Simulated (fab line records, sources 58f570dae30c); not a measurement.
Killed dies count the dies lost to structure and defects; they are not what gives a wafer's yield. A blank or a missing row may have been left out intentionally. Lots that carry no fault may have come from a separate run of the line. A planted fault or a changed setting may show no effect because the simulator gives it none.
The same fault as seen by 2 desks -- flow berkeley_cmos170 -- what lay behind the numbers comes last; until then each desk has only its own

## AT THE TOOL OWNER'S DESK: krf_scanner-02
The tool's own readings at UCB170_CONTACT_EXPOSE_12 (exposes mask CONT, target cd 700 nm): means of the sampled wafers that have a number, for each lot that ran on this tool. A lot is out of limits, marked OUT, if its mean lies more than 4 standard deviations from the usual mean; the brackets give that distance.
Columns: A = exposure_dose_mJ_cm2 at UCB170_CONTACT_EXPOSE_12, usual 34.96
lot,first seen here,A
L252,day 8 01:25,34.95
L270,day 11 21:56,34.77 (-6.0) OUT
Finding of this desk: L270 out of limits; the first was L270 at day 11 21:56, on exposure_dose_mJ_cm2 at UCB170_CONTACT_EXPOSE_12. Within limits: L252.

## METROLOGY DESK
Means of the sampled wafers that have a number, per lot and without regard to the tool the lot ran on: this is what the gauges read. A lot is out of limits, marked OUT, if its mean lies more than 4 standard deviations from the usual mean; the brackets give that distance.
Columns: A = CONTACT_PSG_THK at UCB170_CONTACT_THK_MEAS_02, usual 700 nm; B = cd_nm at UCB170_CONTACT_CD_MEAS_15, usual 699.7 nm; C = CONTACT_OVL at UCB170_CONTACT_OVL_MEAS_16, usual 2 nm
lot,first seen here,A,B,C
L252,day 7 23:59,713,700.7,8
L254,day 8 08:39,699,699.1,2
L271,day 11 18:52,700,700.5,-4
L270,day 11 20:14,706,705.0 (+4.4) OUT,7
L273,day 12 03:40,691,698.4,-3
Finding of this desk: L270 out of limits; the first was L270 at day 11 22:27, on cd_nm at UCB170_CONTACT_CD_MEAS_15. Within limits: L252, L254, L271, L273.

## TAKEN TOGETHER
The tool owner's desk had the chance to raise an alarm at day 11 21:56 on L270.
On L270, the metrology desk was in a position to raise an alarm at day 11 22:27.
On krf_scanner-02, each named lot ran UCB170_CONTACT_EXPOSE_12.

## WHAT WAS PUT IN BY THE SIMULATOR
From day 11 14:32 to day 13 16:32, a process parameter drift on krf_scanner-02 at UCB170_CONTACT_EXPOSE_12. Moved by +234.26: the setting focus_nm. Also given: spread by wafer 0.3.
Lots struck among those shown: L270.
Fault start to first reading out of limits, in hours, per desk: tool owner, 7; metrology, 8.
